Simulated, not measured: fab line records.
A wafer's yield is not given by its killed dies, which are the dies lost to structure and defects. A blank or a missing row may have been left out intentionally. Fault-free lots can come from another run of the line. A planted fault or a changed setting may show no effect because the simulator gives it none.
A struck lot beside a sound one -- flow ritCmos -- 15 steps out of a route of 202
Sound: the wafers L858.2, L858.5, L858.6. Struck: wafers L871.3, L871.5, L871.6. The cause is named last.
Each step with rows lists, per side, the tool, then ch with its chambers, then its first start. Under that, the readings that differ: sound wafers -- struck wafers -- difference of the means -- sigmas: that difference in standard deviations of wafers without a fault.
alike: same words and numbers on both sides, and readings whose means sit less than 2 such deviations apart. not compared: any withheld reading, any reading some wafer has no value for, any bound like >300 that may hide the same value, and any number with overlapping values for which the record gives no deviation.
A row with sigmas, a row that says differs or no value, or rows on one side alone: a step with any of these is where the two part. Non-overlapping numbers with no deviation appear without sigmas and do not part them. Lack of a reading on every wafer of one side parts them only where that side has two or more wafers.

first, 5 steps without rows for these wafers: RIT_M1_COAT_04 (resist thk 1280 nm); RIT_M1_SOFTBAKE_05 (time 60 s); RIT_M1_EXPOSE_06 (exposes mask M12, target cd 2600 nm); RIT_M1_PEB_07; RIT_M1_DEVELOP_08 (develop time 68 s).
RIT_M1_CD_MEAS_09: target cd 2600 nm.
  sound on cdSem-02, day 4 05:17; struck on cdSem-02, day 7 15:34
  alike: cdNm
RIT_M1_OVL_MEAS_10:
  sound on overlay-02, day 4 05:23; struck on overlay-02, day 7 15:39
  alike: M1_OVL
then, 1 step without rows for these wafers: RIT_M1_HARDBAKE_11 (time 120 s).
RIT_M1_METAL_ETCH_12: etches Al in Cl2/BCl3, stops on SiO2, time 165 s, target depth 600 nm.
  sound on rieMetal-02 ch 0,1, day 4 05:40; struck on rieMetal-04 ch 0,1, day 7 16:00
  alike: drypumpMotorCurrentA, oesProductAu, rfFwdPowerW, throttleValvePct
  not compared: rfHoursCounterH
then, 1 step without rows for these wafers: RIT_M1_STRIP_13 (strips in nmp, time 600 s).
RIT_M1_STRIP_14: strips in O2, time 180 s.
  sound on plasmaAsher-02 ch 0,1, day 4 06:00; struck on plasmaAsher-03 ch 0,1, day 7 16:23
  alike: drypumpMotorCurrentA, rfReflPowerW
  not compared: rfHoursCounterH
RIT_M1_CD_MEAS_90: target cd 2600 nm.
  sound on cdSem-01, day 4 06:11; struck on cdSem-01, day 7 16:32
  alike: cdNm
RIT_M1_ANNEAL_15: time 1800 s.
  sound on furnace-02 ch 0, day 4 06:17; struck on furnace-02 ch 0, day 7 18:17
RIT_M1_BOW_MEAS_16:
  sound on filmMetro-02, day 4 07:49; struck on filmMetro-02, day 7 19:49
  alike: M1_BOW
RIT_M1_PROBE_99:
  sound on prober-02, day 4 07:58; struck on prober-01, day 7 20:00
  alike: defectLimitedYield, killedAtContacts, killedAtFrontEnd, killedDies, killedOpen, killedShort, sort_bin_3_pad_short, sort_bin_5_function, sort_bin_6_memory, sortNPass, sortYieldPct

WHERE THEY PART
Nowhere in this record.

WHY: what the simulator had put in
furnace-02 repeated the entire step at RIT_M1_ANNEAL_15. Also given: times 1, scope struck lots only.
